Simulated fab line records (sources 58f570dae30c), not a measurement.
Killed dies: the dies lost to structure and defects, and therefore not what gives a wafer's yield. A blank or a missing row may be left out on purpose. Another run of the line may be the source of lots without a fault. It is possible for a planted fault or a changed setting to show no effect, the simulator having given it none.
Commonality check across tools ; flow berkeley-cmos170 ; Sampled: 14 lots, 42 wafers

== WHAT PROMPTED THE OPENING ==
2 of 14 lots carry a flag on the reading GATE_OXIDE_THK at UCB170_GATE_THK_MEAS_02. No-fault wafers: 6.53 nm, standard deviation 0.14.
Rule: a lot is flagged in two cases, either no wafer of it has a number, or all its wafers with numbers fall more than 4 standard deviations from that mean. The rest of the lots are taken to be sound.

lot;measured;on;GATE_OXIDE_THK (nm), wafer by wafer;flag
L893;day 5 21:16;film-metro-03;6.32 6.45 6.44;
L896;day 7 01:39;film-metro-01;6.57 6.64 6.57;
L897;day 7 01:40;film-metro-02;6.69 6.65 6.74;
L898;day 7 08:31;film-metro-02;6.59 6.58 6.65;
L901;day 7 16:49;film-metro-01;8.04 8.02 8.01;FLAGGED
L900;day 7 16:49;film-metro-02;8.14 8.18 8.12;FLAGGED
L906;day 8 13:24;film-metro-03;6.44 6.55 6.48;
L909;day 9 10:43;film-metro-01;6.37 6.31 6.39;
L908;day 9 10:44;film-metro-03;6.46 6.51 6.56;
L910;day 9 10:48;film-metro-02;6.57 6.55 6.63;
L911;day 9 18:09;film-metro-03;6.41 6.53 6.41;
L912;day 9 18:09;film-metro-01;6.52 6.67 6.62;
L913;day 10 06:51;film-metro-01;6.48 6.41 6.41;
L915;day 10 09:50;film-metro-01;6.79 6.60 6.80;
The numbers of the flagged lots are 8.08 nm on average: +1.55 nm against the usual, or +11 standard deviations.

== EACH LOT AND THE TOOL IT RAN ON ==
The record keeps 1 process step preceding the reading, out of 331 steps on the route. Every cell lists first the tool, next ch and the chambers used by the sampled wafers, and last the start.
lot;flag;UCB170_GATE_OXIDATION_01
L893;;furnace-03 ch 0, day 5 19:46
L896;;furnace-01 ch 0, day 7 00:08
L897;;furnace-01 ch 0, day 7 00:08
L898;;furnace-03 ch 0, day 7 06:59
L901;FLAGGED;furnace-01 ch 0, day 7 15:19
L900;FLAGGED;furnace-01 ch 0, day 7 15:19
L906;;furnace-02 ch 0, day 8 11:54
L909;;furnace-03 ch 0, day 9 09:13
L908;;furnace-03 ch 0, day 9 09:13
L910;;furnace-03 ch 0, day 9 09:13
L911;;furnace-03 ch 0, day 9 16:38
L912;;furnace-03 ch 0, day 9 16:38
L913;;furnace-03 ch 0, day 10 05:20
L915;;furnace-03 ch 0, day 10 08:20
What is done by these steps:
- UCB170_GATE_OXIDATION_01: target thk 6.6 nm, ox time 1800 s.
- UCB170_GATE_THK_MEAS_02

== FLAGGED OVER TOTAL, TOOL BY TOOL (the gauges that took the reading come last) ==
step;tool;lots run;flagged;share of the flagged lots;sound lots run after its first flagged lot
UCB170_GATE_OXIDATION_01;furnace-01;4;2;all;0
UCB170_GATE_OXIDATION_01;furnace-02;1;0;none;-
UCB170_GATE_OXIDATION_01;furnace-03;9;0;none;-
UCB170_GATE_THK_MEAS_02;film-metro-01;6;1;some;4 (L909,L912,L913,L915)
UCB170_GATE_THK_MEAS_02;film-metro-02;4;1;some;1 (L910)
UCB170_GATE_THK_MEAS_02;film-metro-03;4;0;none;-

== THE TABLE: WHAT IT ALLOWS ==
All flagged lots share 1 row of the table, namely furnace-01 at UCB170_GATE_OXIDATION_01.
- furnace-01 at UCB170_GATE_OXIDATION_01 ran 4 lots, 2 of them flagged. It ran its last sound lot, L896, at day 7 00:08 and its first flagged lot, L900, at day 7 15:19: a fault with its onset between the two fits. Its own readings (spike-tc-centre-C, spike-tc-load-C, tube-center-temp-C, tube_center_temp_C_max) fall more than 4 standard deviations out on all wafers of the flagged lots.
One tool is left: furnace-01 at UCB170_GATE_OXIDATION_01.

== WHAT THE SIMULATOR PUT IN ==
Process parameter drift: furnace-01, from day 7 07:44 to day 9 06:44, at UCB170_GATE_OXIDATION_01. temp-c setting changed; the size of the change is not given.
Shown lots that were struck: L901, L900. Same finding as the rule above.
